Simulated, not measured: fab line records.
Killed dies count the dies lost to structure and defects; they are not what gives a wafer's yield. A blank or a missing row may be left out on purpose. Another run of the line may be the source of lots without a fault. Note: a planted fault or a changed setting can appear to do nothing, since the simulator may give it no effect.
Comparing a struck lot with a sound one ; flow berkeley-cmos170 ; 17 steps out of a route of 331
Sound: wafers L330.2, L330.5, L330.6. Wafers struck: L327.3, L327.4, L327.6. Last of all comes the cause.
Each step with rows lists, per side, the tool, then ch with its chambers, then its first start. Under that, the readings that differ: sound wafers ; struck wafers ; difference of the means ; sigmas: that difference in standard deviations of wafers without a fault.
alike: same words and numbers on both sides, and readings whose means sit less than 2 such deviations apart. not compared: any withheld reading, any reading some wafer has no value for, any bound like >300 that may hide the same value, and any number with overlapping values for which the record gives no deviation.
The two part at a step that has a row with sigmas, a row that says differs or no value, or rows on one side only. Numbers that don't overlap but have no deviation are shown without sigmas and don't part them. Lack of a reading on every wafer of one side parts them only where that side has two or more wafers.

first, 5 steps without rows for these wafers: UCB170_NSD_COAT_01 (resist thk 900 nm); UCB170_NSD_SOFTBAKE_02 (time 60 s); UCB170_NSD_EXPOSE_03 (exposes mask NSELECT MOD, target cd 1200 nm); UCB170_NSD_PEB_04; UCB170_NSD_DEVELOP_05 (develop time 45 s).
UCB170_NSD_CD_MEAS_06 targets a cd of 1200 nm.
  sound on cd-sem-01 at day 11 18:41; struck on cd-sem-02 at day 10 16:21
reading;sound;struck;difference;sigmas
cd-nm (nm);1201.2 1200.5 1201.3;1197.2 1196.9 1198.4;-3.5;-2
UCB170_NSD_OVL_MEAS_07:
  sound on overlay-02 at day 11 18:47; struck on overlay-02 at day 10 16:26
  alike: NSD_OVL
following that, these wafers have no rows for 1 step: UCB170_NSD_IMPLANT_08.
UCB170_NSD_STRIP_09: strips in O2.
  sound on plasma-asher-01 ch 0,1, day 11 18:58; struck on plasma-asher-01 ch 0,1, day 10 16:39
  alike: drypump-motor-current-A, o2-flow-sccm, oes-product-au, strip-time-to-endpoint-s
  not compared: rf-hours-counter-h
UCB170_NSD_TW_MEAS_10:
  sound on film-metro-02 at day 11 19:05; struck on film-metro-02 at day 10 16:44
  alike: NSD_TW
then, 2 steps without rows for these wafers: UCB170_NSD_CLEAN_11 (cleans in SPM, time 600 s); UCB170_BACKSIDE_HMDS_00 (prime time 60 s).
UCB170_BACKSIDE_COAT_01: resist thk 890.5 nm.
  sound on litho-track-01 ch 0, day 11 19:30; struck on litho-track-03 ch 0, day 10 17:17
reading;sound;struck;difference;sigmas
spin-speed-rpm (rpm);1499.5 1499.4 1500.6;1220.1 1219.9 1219.4;-280.0;-99 or more
model.KrF_of_BACKSIDE_COAT_01.thk-nm (nm);891.5 888.8 893.1;985.3 987.3 985.2;+94.8;
  alike: resist-line-temp-C
then, 1 step without rows for these wafers: UCB170_BACKSIDE_SOFTBAKE_02 (time 60 s).
UCB170_BACKSIDE_STRIP_03: strips in O2.
  sound on plasma-asher-01 ch 0,1, day 11 19:46; struck on plasma-asher-01 ch 0,1, day 10 17:34
reading;sound;struck;difference;sigmas
strip-time-to-endpoint-s (s);21.77 21.70 21.79;24.01 24.04 24.02;+2.27;+32
  alike: drypump-motor-current-A, o2-flow-sccm, oes-product-au
  not compared: rf-hours-counter-h
then, 2 steps without rows for these wafers: UCB170_BACKSIDE_CLEAN_04 (cleans in SPM, time 600 s); UCB170_M3_PROBE_99.

== WHERE THEY PART ==
First at UCB170_NSD_CD_MEAS_06; last, within this record, at UCB170_BACKSIDE_STRIP_03.

WHY: the cause the simulator had injected
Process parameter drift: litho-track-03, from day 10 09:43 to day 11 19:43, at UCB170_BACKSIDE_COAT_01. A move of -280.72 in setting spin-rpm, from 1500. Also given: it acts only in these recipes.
